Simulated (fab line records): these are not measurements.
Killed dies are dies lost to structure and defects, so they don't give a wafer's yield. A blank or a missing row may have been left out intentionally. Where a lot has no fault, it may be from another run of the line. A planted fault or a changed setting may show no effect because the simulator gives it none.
Lot-split experiment | flow ritCmos | 5 lots, 23 wafers read, on a route of 202 steps

SPLIT DETAILS
At RIT_CONTACT_DEVELOP_07 (develop time 120 s), the setting developTimeS was moved away from the recipe's 120 s on 11 of the 23 wafers read, by -14.8% to +11.0%. The other wafers ran this setting at the recipe's value.

FROM THE SPLIT TO THE READING: what the file shows between them, 4 steps
- RIT_CONTACT_CD_MEAS_08: target cd 1000 nm
- RIT_CONTACT_HARDBAKE_10: time 60 s
- RIT_CONTACT_ETCH_11: etches SiO2 in CHF3/CF4/Ar, stops on TiSi2, target depth 480 nm, time 320 s
- RIT_CONTACT_STRIP_12: strips in O2, time 180 s

THE READING
cdNm, in nm, at RIT_CONTACT_CD_MEAS_90 (target cd 1000 nm). Typical for fault-free wafers on this fab line: 999.0 nm, with standard deviation 2.1 nm.

wafer  | tool, chamber at the split | developTimeS as run, s | against the recipe | cdNm, nm | against lot-mates on the recipe
L074.1 | lithoTrack-04, 0           | 112.5                  | -6.2%              | 995.1    | -3.7
L074.2 | lithoTrack-04, 0           | 112.5                  | -6.2%              | 994.6    | -4.2
L074.3 | lithoTrack-04, 0           | 120                    | recipe             | 999.5    | -
L074.5 | lithoTrack-04, 0           | 120                    | recipe             | 998.1    | -
L074.6 | lithoTrack-04, 0           | 112.5                  | -6.2%              | 996.9    | -1.9
L079.1 | lithoTrack-04, 0           | 120                    | recipe             | 1001.9   | -
L079.2 | lithoTrack-04, 0           | 115                    | -4.2%              | 999.7    | -3.0
L079.3 | lithoTrack-04, 0           | 115                    | -4.2%              | 999.5    | -3.2
L079.5 | lithoTrack-04, 0           | 120                    | recipe             | 1003.5   | -
L079.6 | lithoTrack-04, 0           | 115                    | -4.2%              | 1000.9   | -1.8
L080.1 | lithoTrack-01, 0           | 120                    | recipe             | 999.3    | -
L080.2 | lithoTrack-01, 0           | 120                    | recipe             | 999.8    | -
L080.3 | lithoTrack-01, 0           | 120                    | recipe             | 998.7    | -
L080.4 | lithoTrack-01, 0           | 133.2                  | +11.0%             | 1006.5   | +7.2
L080.5 | lithoTrack-01, 0           | 133.2                  | +11.0%             | 1009.2   | +9.9
L084.1 | lithoTrack-04, 0           | 120                    | recipe             | 998.1    | -
L084.2 | lithoTrack-04, 0           | 120                    | recipe             | 997.3    | -
L084.3 | lithoTrack-04, 0           | 120                    | recipe             | 997.7    | -
L085.1 | lithoTrack-03, 0           | 120                    | recipe             | 998.7    | -
L085.2 | lithoTrack-03, 0           | 120                    | recipe             | 999.4    | -
L085.4 | lithoTrack-03, 0           | 102.3                  | -14.8%             | 986.2    | -12.8
L085.5 | lithoTrack-03, 0           | 102.3                  | -14.8%             | 987.5    | -11.5
L085.6 | lithoTrack-03, 0           | 102.3                  | -14.8%             | 986.2    | -12.8

THE FIT
A straight line over all 23 wafers: cdNm changes by +0.789 nm for each +1% of developTimeS; r = +0.93; the points scatter about the line by 2.1 nm.
The same after taking each lot's own level away (the mean of its wafers on the recipe; 23 wafers): +0.793 nm for each +1%; r = +0.98; scatter 1 nm.
The reading moves by 12 nm for the largest change in developTimeS, on that fit.
The span of the lots' own levels, 997.70 to 1002.70 nm, comes to 2.4 times the standard deviation stated above.
The two slopes are in agreement: the lot-to-lot level therefore moves the slope only a little.
Check: -11.1 nm against its lot-mates is what the line predicts for one of the wafers moved furthest among these (-14.8%) when that wafer is left out of the fit. It came out at -12.8 nm against them.

FURTHER SPLITS ON THESE WAFERS
Before the reading, these wafers also passed through other splits. Each is held against what the fit with the lots' levels taken away leaves over:
other split on the same wafers | wafers away from the commonest value | r with cdNm (lot level and that fit taken away)
RIT_PSD_IMPLANT_08 energyKev   | 9                                    | +0.15
RIT_SILICIDE_SPUTTER_01 powerW | 9                                    | +0.27

THE WHOLE CHAIN: every reading that the file lists as answering this split, in the file's order
step                   | what it does                                                                | reading                                                       | change (the file's fit)               | r (the file's)
RIT_CONTACT_CD_MEAS_08 | target cd 1000 nm                                                           | cdNm                                                          | +0.804 nm for each +1% of the setting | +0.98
RIT_CONTACT_ETCH_11    | etches SiO2 in CHF3/CF4/Ar, stops on TiSi2, target depth 480 nm, time 320 s | CONTACT.cdNm (the simulator's own value, which no gauge read) | +0.799 nm for each +1% of the setting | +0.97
RIT_CONTACT_CD_MEAS_90 | target cd 1000 nm                                                           | cdNm                                                          | +0.782 nm for each +1% of the setting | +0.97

THE FILE'S OWN FIT
cdNm changes by +0.782 nm for each +1% of developTimeS, r = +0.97.
